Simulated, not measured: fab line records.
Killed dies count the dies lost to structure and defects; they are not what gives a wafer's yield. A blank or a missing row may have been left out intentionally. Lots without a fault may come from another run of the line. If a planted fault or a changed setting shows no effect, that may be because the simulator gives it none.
Matching of chambers    flow ritCmos    RIT_SPACER_CLEAN_00 on wetBench-01 has 4 sister chambers
The step cleans in SC1, time 600 s. 4 wafers are shown with their chamber, then 7 later ones without.

WAFERS, EACH WITH ITS CHAMBER
wafer   chamber  bathHeatDutyPct (%)
L238.6  2        16.7
L243.6  1        16.0
L245.5  0        13.0
L247.2  3        13.9

WAFERS WITH NO CHAMBER GIVEN
wafer   bathHeatDutyPct (%)
L247.5  13.9
L251.3  15.9
L251.4  16.3
L251.5  16.8
L259.2  14.6
L259.4  14.8
L259.6  14.2

THE CHAMBER EACH PASSED THROUGH
wafer   from the rows above           in truth
L247.5  can't be placed: 3 or 0       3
L251.3  can't be placed: 1 or 2       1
L251.4  can't be placed: 1 or 2       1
L251.5  can't be placed: 2 or 1       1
L259.2  can't be placed: 3 or 1 or 0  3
L259.4  can't be placed: 3 or 1 or 0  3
L259.6  can't be placed: 3 or 0       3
Correctly placed: 0 of 7. These rows do not allow placing 7 (true chamber among the candidates in 7). 0 placed wrongly.
How it was worked out, from the rows above alone: a wafer's distance from a chamber is the root of the sum, over the readings, of the square of ((its reading less the chamber's mean) divided by the reading's scatter). If the next closest chamber is less than 2 further off than the closest, the wafer can't be placed; otherwise it belongs to the closest. The mean given for a chamber averages the wafers shown for that chamber. The scatter: with one shown wafer a chamber, the root of the mean of the squares of how far each hidden wafer lies from its nearest shown one.
